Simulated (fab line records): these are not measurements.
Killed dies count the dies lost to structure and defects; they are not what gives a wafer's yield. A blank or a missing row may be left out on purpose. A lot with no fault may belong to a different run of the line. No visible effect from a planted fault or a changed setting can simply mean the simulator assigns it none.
fab line records ; flow rit_cmos
[record] lots = 5; wafers = 15; last_day = 6
route steps=202 shown CONTACT@178 M1@184
lots with no fault: from the same line, run without faults
start_h: hours from the record's first day to the start of the lot's first wafer shown ; wait_h: how many hours have passed since the lot's step before this one ; " the same as in the row above ; L1.1+2: one row covering several wafers at once ; - no value present, or no start provided ; * or withheld: withheld ; < > ~ a bound
route shown NAME@n: a module of which the file shows steps, and the number in the route of the first ; usual: mean/standard deviation of fault-free wafers ; same: alike in all rows ; chamber/n: place in a boat ; sites: readings site by site ; _std_site: the values' standard deviation ; _edge_site: outer sites' mean less inner sites' ; radius_mm: how far each site lies from the wafer's centre ; mask NAME#n: copy n ; behind: the tool/chamber that last shaped the wafer ; hold: the reason the lot was held/the length of the hold in hours/how it ended ; device: the transistor (n, p or np) that didn't switch ; end of line: tests run on the same wafers once the route is complete ; step lacking rows: just its recipe ; killed: not the wafer's yield, but the dies lost to structure and defects at the first sort ; map: the dies of a wafer, with x for killed, . for not killed, _ for no die there
set.NAME: the run value of the setting; set.NAME@STEP: its run value at that earlier step ; model.NAME: the simulator's own value behind a step, which no gauge read
certain route steps with their lots: each step a table, each wafer a row
services: the hour from which a tool's chamber was out of use, counted from the record's first day as start_h (under 0 if before that day), plus the number of hours and why
[[steps]]
[step RIT_CONTACT_HARDBAKE_10]
[recipe] resist = NOVOLAK; temp_c = 140; time_s = 60
[step RIT_CONTACT_ETCH_11]
[recipe] target_depth_a = 4800; over_etch_frac = 0.2; stop_on = TiSi2; chemistry = CHF3/CF4/Ar; target = SiO2; CHF3_flow_sccm = 50; cf4_flow_sccm = 10; Ar_flow_sccm = 100; O2_flow_sccm = 5; pressure_mtorr = 100; rf_w = 200; time_s = 320
[usual] drypump_motor_current_A = 5.5/0.39; mfc_ar_sccm = 100.0/0.33; oes_product_au = 0.982/0.013; throttle_valve_pct = 8.89/0.13
lot.wafer;tool;chamber;start_h;wait_h;drypump_motor_current_A;mfc_ar_sccm;oes_product_au;rf_hours_counter_h;throttle_valve_pct
L204.3;rie_diel-04;1;67.15;0.1;5.3;100.2;1.002;2;8.96
L204.4;rie_diel-04;2;67.15;0.1;5.6;99.7;0.983;12;8.93
L204.6;rie_diel-04;3;67.15;0.1;5.8;100.3;0.978;-;8.65
L206.2;rie_diel-03;1;77.79;0.1;4.9;100.2;0.983;139;8.90
L206.4;rie_diel-03;2;77.79;0.1;4.8;99.6;0.991;41;8.79
L206.5;rie_diel-03;2;77.79;0.1;4.8;99.9;0.987;-;8.78
L208.1;rie_diel-03;2;87.79;0.1;4.8;100.1;0.976;42;8.78
L208.2;rie_diel-03;1;87.79;0.1;4.9;100.8;0.967;139;8.89
L208.5;rie_diel-03;0;87.79;0.1;5.7;99.9;0.993;-;8.94
L219.2;rie_diel-04;0;141.46;0.1;6.3;100.1;0.999;8;8.96
L219.3;rie_diel-04;1;141.46;0.1;5.3;100.1;0.998;4;8.95
L219.5;rie_diel-04;1;141.46;0.1;5.3;100.4;0.995;-;8.95
L220.1;rie_diel-04;0;148.15;0.1;6.3;99.8;1.018;8;8.95
L220.2;rie_diel-04;3;148.15;0.1;5.7;100.6;0.976;44;8.64
L220.6;rie_diel-04;1;148.15;0.1;5.3;99.8;0.996;-;8.95
[step RIT_CONTACT_STRIP_12]
[recipe] chemistry = O2; time_s = 180; resist = NOVOLAK; platen_temp_c = withheld; power_w = 500; pressure_mtorr = 4000; o2_flow_sccm = 4000
[usual] drypump_motor_current_A = 5.7/0.54
lot.wafer;tool;chamber;start_h;wait_h;drypump_motor_current_A;rf_hours_counter_h
L204.3;plasma_asher-04;1;67.41;0.2;6.3;-
L204.4;plasma_asher-04;0;67.41;0.2;6.3;-
L204.6;plasma_asher-04;0;67.41;0.2;6.3;-
L206.2;plasma_asher-01;0;77.99;0.1;5.7;28
L206.4;plasma_asher-01;1;77.99;0.1;4.9;-
L206.5;plasma_asher-01;1;77.99;0.1;4.9;-
L208.1;plasma_asher-04;1;87.99;0.1;6.3;48
L208.2;plasma_asher-04;0;87.99;0.1;6.3;48
L208.5;plasma_asher-04;1;87.99;0.1;6.3;-
L219.2;plasma_asher-01;1;141.66;0.1;4.9;35
L219.3;plasma_asher-01;1;141.66;0.1;4.9;-
L219.5;plasma_asher-01;0;141.66;0.1;5.7;-
L220.1;plasma_asher-02;1;148.35;0.1;5.5;3
L220.2;plasma_asher-02;0;148.35;0.1;5.4;3
L220.6;plasma_asher-02;0;148.35;0.1;5.4;-
[step RIT_CONTACT_CD_MEAS_90]
[recipe] target_cd_nm = 1000
[usual] cd_nm = 999.2/2.3
lot.wafer;tool;chamber;start_h;wait_h;cd_nm
L204.3;cd_sem-02;-;67.56;0.1;996.9
L204.4;cd_sem-02;-;67.56;0.1;996.4
L204.6;cd_sem-02;-;67.56;0.1;996.5
L206.2;cd_sem-02;-;78.18;0.1;1002.0
L206.4;cd_sem-02;-;78.18;0.1;1000.5
L206.5;cd_sem-02;-;78.18;0.1;1002.2
L208.1;cd_sem-01;-;88.16;0.1;1000.6
L208.2;cd_sem-01;-;88.16;0.1;997.5
L208.5;cd_sem-01;-;88.16;0.1;999.0
L219.2;cd_sem-02;-;141.85;0.1;1001.7
L219.3;cd_sem-02;-;141.85;0.1;1000.1
L219.5;cd_sem-02;-;141.85;0.1;998.9
L220.1;cd_sem-02;-;148.52;0.1;999.1
L220.2;cd_sem-02;-;148.52;0.1;998.7
L220.6;cd_sem-02;-;148.52;0.1;998.4
[step RIT_CONTACT_CLEAN_13]
[recipe] chemistry = SC1; mix = 3:3:50; time_s = 600; temp_c = 75
[step RIT_CONTACT_CLEAN_14]
[recipe] chemistry = SC2; mix = 3:3:50; time_s = 600; temp_c = 75; dry = n2_spin
[step RIT_M1_SPUTTER_00]
[recipe] material = Al; target_thk_nm = 400; power_w = 2000; chamber_pressure_pa = 0.4; gas = Ar; time_s = 500; substrate_temp_c = 25
[usual] chamber_pressure_pa = 0.4001/0.0008; throttle_valve_pct = 29.9/0.9
lot.wafer;tool;chamber;start_h;wait_h;chamber_pressure_pa;throttle_valve_pct
L204.3;pvd_sputter-03;-;68.01;0.0;0.4008;29.1
L204.4;pvd_sputter-03;-;68.01;0.0;0.3999;28.9
L204.6;pvd_sputter-03;-;68.01;0.0;0.3999;29.8
L206.2;pvd_sputter-03;-;78.63;0.0;0.3993;29.0
L206.4;pvd_sputter-03;-;78.63;0.0;0.4009;29.7
L206.5;pvd_sputter-03;-;78.63;0.0;0.3997;29.3
L208.1;pvd_sputter-03;-;88.63;0.0;0.4000;29.3
L208.2;pvd_sputter-03;-;88.63;0.0;0.4001;29.0
L208.5;pvd_sputter-03;-;88.63;0.0;0.4007;29.6
L219.2;pvd_sputter-02;-;142.32;0.0;0.3991;31.2
L219.3;pvd_sputter-02;-;142.32;0.0;0.4012;31.0
L219.5;pvd_sputter-02;-;142.32;0.0;0.4000;31.0
L220.1;pvd_sputter-01;-;149.01;0.0;0.3980;27.9
L220.2;pvd_sputter-01;-;149.01;0.0;0.3995;30.3
L220.6;pvd_sputter-01;-;149.01;0.0;0.4014;31.0
[step RIT_M1_RS_MEAS_01]
[recipe] thk_meas_gauge = four-point-probe; reads = Al_of_M1_SPUTTER_00
[usual] M1_AL_RS = 0.0736/0.00065
lot.wafer;tool;chamber;start_h;wait_h;M1_AL_RS[ohm/sq]
L204.3;film_metro-04;-;68.34;0.2;0.0733
L204.4;film_metro-04;-;68.34;0.2;0.0733
L204.6;film_metro-04;-;68.34;0.2;0.0728
L206.2;film_metro-04;-;78.94;0.2;0.0742
L206.4;film_metro-04;-;78.94;0.2;0.0741
L206.5;film_metro-04;-;78.94;0.2;0.0735
L208.1;film_metro-01;-;88.93;0.1;0.0733
L208.2;film_metro-01;-;88.93;0.1;0.0734
L208.5;film_metro-01;-;88.93;0.1;0.0738
L219.2;film_metro-01;-;142.63;0.2;0.0735
L219.3;film_metro-01;-;142.63;0.2;0.0736
L219.5;film_metro-01;-;142.63;0.2;0.0734
L220.1;film_metro-01;-;149.30;0.1;0.0728
L220.2;film_metro-01;-;149.30;0.1;0.0711
L220.6;film_metro-01;-;149.30;0.1;0.0733
[step RIT_M1_THK_MEAS_02]
[recipe] thk_meas_gauge = xrf; reads = Al_of_M1_SPUTTER_00
[usual] M1_AL_THK = 405/3.9
lot.wafer;tool;chamber;start_h;wait_h;M1_AL_THK[nm]
L204.3;film_metro-04;-;68.44;0.1;408
L204.4;film_metro-04;-;68.44;0.1;408
L204.6;film_metro-04;-;68.44;0.1;409
L206.2;film_metro-04;-;79.05;0.1;398
L206.4;film_metro-04;-;79.05;0.1;400
L206.5;film_metro-04;-;79.05;0.1;404
L208.1;film_metro-01;-;89.05;0.1;410
L208.2;film_metro-01;-;89.05;0.1;407
L208.5;film_metro-01;-;89.05;0.1;406
L219.2;film_metro-01;-;142.74;0.1;403
L219.3;film_metro-01;-;142.74;0.1;404
L219.5;film_metro-01;-;142.74;0.1;404
L220.1;film_metro-01;-;149.42;0.1;413
L220.2;film_metro-01;-;149.42;0.1;422
L220.6;film_metro-01;-;149.42;0.1;409
[step RIT_M1_HMDS_03]
[recipe] prime_time_s = 60; prime_temp_c = 140
[step RIT_M1_COAT_04]
[recipe] resist = NOVOLAK; spin_rpm = 2000; resist_thk_nm = 1300
[step RIT_M1_SOFTBAKE_05]
[recipe] resist = NOVOLAK; temp_c = 90; time_s = 60
[step RIT_M1_EXPOSE_06]
[recipe] mask_id = M12; na = 0.6; source_shape = conventional; sigma_outer = 0.5; target_cd_nm = 2600; dose_mj = 250
[usual] exposure_dose_mJ_cm2 = 250.06/0.26; focus_offset_nm = 0.0/0.51; reticle_temp_C = 23.00/0.11
[same] sigma_outer = 0.5
lot.wafer;tool;chamber;start_h;wait_h;mask;exposure_dose_mJ_cm2;focus_offset_nm;reticle_temp_C
L204.3;iline_stepper-01;0;69.10;0.2;M12#0;250.20;-0.4;22.80
L204.4;iline_stepper-01;0;69.10;0.2;M12#0;249.85;-0.3;22.87
L204.6;iline_stepper-01;0;69.10;0.2;M12#0;250.02;0.4;22.94
L206.2;iline_stepper-01;0;79.70;0.2;M12#0;249.85;-0.3;22.89
L206.4;iline_stepper-01;0;79.70;0.2;M12#0;250.13;0.2;23.05
L206.5;iline_stepper-01;0;79.70;0.2;M12#0;249.96;0.6;22.99
L208.1;iline_stepper-01;0;89.56;0.1;M12#0;249.62;0.1;22.84
L208.2;iline_stepper-01;0;89.56;0.1;M12#0;249.93;0.5;22.91
L208.5;iline_stepper-01;0;89.56;0.1;M12#0;249.98;0.3;22.95
L219.2;iline_stepper-02;0;143.39;0.2;M12#0;250.17;0.1;23.04
L219.3;iline_stepper-02;0;143.39;0.2;M12#0;250.20;-0.2;23.11
L219.5;iline_stepper-02;0;143.39;0.2;M12#0;250.14;-0.2;23.17
L220.1;iline_stepper-01;0;150.06;0.2;M12#0;247.84;0.4;22.71
L220.2;iline_stepper-01;0;150.06;0.2;M12#0;248.02;-0.1;22.93
L220.6;iline_stepper-01;0;150.06;0.2;M12#0;247.86;0.2;22.93
[step RIT_M1_PEB_07]
[recipe] resist = NOVOLAK; temp_c = withheld; time_s = withheld
[step RIT_M1_DEVELOP_08]
[recipe] resist = NOVOLAK; develop_time_s = 68; dev_temp_c = 23
[step RIT_M1_CD_MEAS_09]
[recipe] target_cd_nm = 2600
[usual] cd_nm = 2599.9/2.3
lot.wafer;tool;chamber;start_h;wait_h;cd_nm
L204.3;cd_sem-01;-;69.53;-;2597.8
L204.4;cd_sem-01;-;69.53;-;2598.7
L204.6;cd_sem-01;-;69.53;-;2600.0
L206.2;cd_sem-01;-;80.13;-;2601.3
L206.4;cd_sem-01;-;80.13;-;2600.6
L206.5;cd_sem-01;-;80.13;-;2599.3
L208.1;cd_sem-02;-;89.99;-;2600.8
L208.2;cd_sem-02;-;89.99;-;2599.3
L208.5;cd_sem-02;-;89.99;-;2599.8
L219.2;cd_sem-02;-;143.82;-;2599.9
L219.3;cd_sem-02;-;143.82;-;2600.4
L219.5;cd_sem-02;-;143.82;-;2599.8
L220.1;cd_sem-02;-;150.49;-;2590.0
L220.2;cd_sem-02;-;150.49;-;2590.7
L220.6;cd_sem-02;-;150.49;-;2595.5
[step RIT_M1_OVL_MEAS_10]
[usual] M1_OVL = -0.4/1.4
lot.wafer;tool;chamber;start_h;wait_h;M1_OVL[nm]
L204.3;overlay-02;-;69.62;0.1;-0.9
L204.4;overlay-02;-;69.62;0.1;-1.6
L204.6;overlay-02;-;69.62;0.1;-1.4
L206.2;overlay-01;-;80.24;0.1;0.9
L206.4;overlay-01;-;80.24;0.1;1.2
L206.5;overlay-01;-;80.24;0.1;-0.2
L208.1;overlay-01;-;90.11;0.1;0.1
L208.2;overlay-01;-;90.11;0.1;0.6
L208.5;overlay-01;-;90.11;0.1;0.7
L219.2;overlay-01;-;143.92;0.1;-1.0
L219.3;overlay-01;-;143.92;0.1;0.4
L219.5;overlay-01;-;143.92;0.1;-1.1
L220.1;overlay-02;-;150.61;0.1;-1.6
L220.2;overlay-02;-;150.61;0.1;-1.7
L220.6;overlay-02;-;150.61;0.1;-2.0
[step RIT_M1_PROBE_99]
[usual] defect_limited_yield = 97.3/1.2; killed_at_contacts = 0.0/0.16; killed_at_front_end = 7/3; killed_dies = 7/3; killed_open = 3.5/2; killed_short = 3.6/2.1; sort_bin_3_pad_short = 0.2/0.26; sort_bin_5_function = 1.5/0.76; sort_bin_6_memory = 1.0/0.65; sort_n_pass = 257/3; sort_yield_pct = 97.3/1.2
[same] gross_dies = 264; killed_at_M0_to_M3 = 0; killed_at_M4_up = 0; killed_at_back_side = 0; killed_at_other = 0
lot.wafer;tool;chamber;start_h;wait_h;defect_limited_yield[%];killed_at_contacts;killed_at_front_end;killed_dies;killed_open;killed_short;sort_bin_3_pad_short[%];sort_bin_5_function[%];sort_bin_6_memory[%];sort_n_pass;sort_yield_pct[%]
L204.3;prober-02;-;73.67;0.2;97.0;0;8;8;5;3;0;2.3;0.8;256;97.0
L204.4;prober-02;-;73.72;0.2;97.3;0;7;7;7;0;0;2.3;0.4;257;97.3
L204.6;prober-02;-;73.82;0.2;98.5;0;4;4;3;1;0;0.8;0.8;260;98.5
L206.2;prober-02;-;83.49;0.1;97.3;0;7;7;5;2;0;1.5;1.1;257;97.3
L206.4;prober-02;-;83.59;0.2;97.7;0;6;6;4;2;0;1.1;1.1;258;97.7
L206.5;prober-02;-;83.64;0.2;94.3;0;15;15;8;7;0.8;1.9;3.0;249;94.3
L208.1;prober-02;-;92.74;0.1;96.2;0;10;10;5;5;0;1.9;1.9;254;96.2
L208.2;prober-02;-;92.79;0.1;97.7;0;6;6;2;4;0;1.5;0.8;258;97.7
L208.5;prober-02;-;92.94;0.2;97.3;0;7;7;4;3;0;1.9;0.8;257;97.3
L219.2;prober-02;-;147.97;0.1;98.5;0;4;4;2;2;0;1.1;0.4;260;98.5
L219.3;prober-02;-;148.02;0.2;98.9;0;3;3;1;2;0;1.1;0;261;98.9
L219.5;prober-02;-;148.12;0.2;98.5;0;4;4;1;3;0.4;0.4;0.8;260;98.5
L220.1;prober-01;-;153.15;0.1;99.2;0;2;2;1;1;0.4;0.4;0;262;99.2
L220.2;prober-01;-;153.20;0.1;96.2;0;10;10;6;4;0.8;2.7;0.4;254;96.2
L220.6;prober-01;-;153.40;0.2;97.3;1;6;7;3;4;0.4;1.5;0.8;257;97.3
// killed by level:class
L204.3 GATE:geometric_particle:open=2 REOX:geometric_particle:open=2 FOX2:geometric_particle:open=1 GATE:geometric_particle:short=1 REOX:geometric_particle:short=1 SILICIDE:geometric_particle:short=1
L204.4 GATE:geometric_particle:open=4 REOX:geometric_particle:open=1 SPACER:geometric_particle:open=1 SILICIDE:geometric_particle:open=1
L204.6 FOX2:geometric_particle:open=2 FOX2:geometric_particle:short=1 GATE:geometric_particle:open=1
L206.2 GATE:geometric_particle:open=3 FOX1:geometric_particle:open=1 FOX1:geometric_particle:short=1 SILICIDE:geometric_particle:short=1 SILICIDE:geometric_particle:open=1
L206.4 FOX1:geometric_particle:short=2 GATE:geometric_particle:open=2 SPACER:geometric_particle:open=1 SILICIDE:geometric_particle:open=1
L206.5 SILICIDE:geometric_particle:short=4 FOX2:geometric_particle:open=3 SILICIDE:geometric_particle:open=2 FOX1:geometric_particle:open=1 FOX2:geometric_particle:short=1 GATE:geometric_particle:open=1 GATE:geometric_particle:short=1 REOX:geometric_particle:open=1
L208.1 GATE:geometric_particle:short=3 GATE:geometric_particle:open=3 FOX2:geometric_particle:short=2 SILICIDE:geometric_particle:open=2
L208.2 FOX1:geometric_particle:short=2 FOX1:geometric_particle:open=1 GATE:geometric_particle:short=1 REOX:geometric_particle:open=1 SPACER:geometric_particle:short=1
L208.5 REOX:geometric_particle:open=2 FOX1:geometric_particle:open=1 FOX2:geometric_particle:open=1 FOX2:geometric_particle:short=1 GATE:geometric_particle:short=1 SPACER:geometric_particle:short=1
L219.2 FOX2:geometric_particle:open=1 GATE:geometric_particle:open=1 GATE:geometric_particle:short=1 SILICIDE:geometric_particle:short=1
L219.3 GATE:geometric_particle:short=1 GATE:geometric_particle:open=1 SILICIDE:geometric_particle:short=1
L219.5 SILICIDE:geometric_particle:short=2 GATE:geometric_particle:open=1 GATE:geometric_particle:short=1
L220.1 FOX2:geometric_particle:open=1 REOX:geometric_particle:short=1
L220.2 GATE:geometric_particle:open=3 FOX1:geometric_particle:short=2 GATE:geometric_particle:short=2 REOX:geometric_particle:open=2 FOX2:geometric_particle:open=1
L220.6 GATE:geometric_particle:open=3 GATE:geometric_particle:short=2 FOX2:geometric_particle:short=1 CONTACT:geometric_particle:short=1
[[services]]
tool;chamber;start_h;hours;kind
pvd_sputter-02;-;43.90;2.0;repair
iline_stepper-01;-;46.49;21.0;repair
pvd_sputter-01;-;52.04;1.8;repair
pvd_sputter-01;-;54.21;5.4;repair
iline_stepper-02;-;67.48;2.1;pm
rie_diel-04;-;67.93;1.0;repair
pvd_sputter-02;-;69.51;2.9;repair
iline_stepper-02;-;69.57;-;consumable_replace:lamp
rie_diel-04;-;73.75;15.6;pm
iline_stepper-01;-;85.88;1.7;pm
plasma_asher-01;-;98.37;0.4;repair
plasma_asher-01;-;103.03;2.8;pm
plasma_asher-02;-;108.75;9.0;pm
plasma_asher-02;0;108.75;9.0;vent_cycle
plasma_asher-02;1;108.75;9.0;vent_cycle
iline_stepper-01;-;117.26;2.1;pm
plasma_asher-02;0;117.75;-;clean
plasma_asher-02;1;117.75;-;clean
iline_stepper-01;-;119.34;-;consumable_replace:lamp
iline_stepper-02;-;119.34;1.7;pm
plasma_asher-04;-;125.04;2.2;repair
pvd_sputter-03;-;136.90;1.7;repair
pvd_sputter-02;-;139.07;2.6;repair
[[key]]
[first_sign] step = RIT_M1_EXPOSE_06; reading = exposure_dose_mJ_cm2; direction = down; sigmas = 8.2; usual = 250.06; struck = 247.91
[effect] step = RIT_M1_CD_MEAS_09; reading = cd_nm; direction = down; sigmas = 3.3; usual = 2599.9; struck = 2592.1; wafers_moved = 2; through = control_loop
met_at RIT_M1_EXPOSE_06
struck_wafers L220.1,L220.2,L220.6
[loop_trim] step = RIT_M1_EXPOSE_06; setting = dose; lots = L220
onset_between 89.56 150.06
[fault] kind = process_parameter_drift; tool = iline_stepper-01; chamber = -; onset_h = 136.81; steps = RIT_M1_EXPOSE_06; channel = focus_nm; offset = 523.69; spread_by_wafer = 0.3; shape = step; end_h = 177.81
// loop_trim: a control loop set the setting to another value than it would have without faults
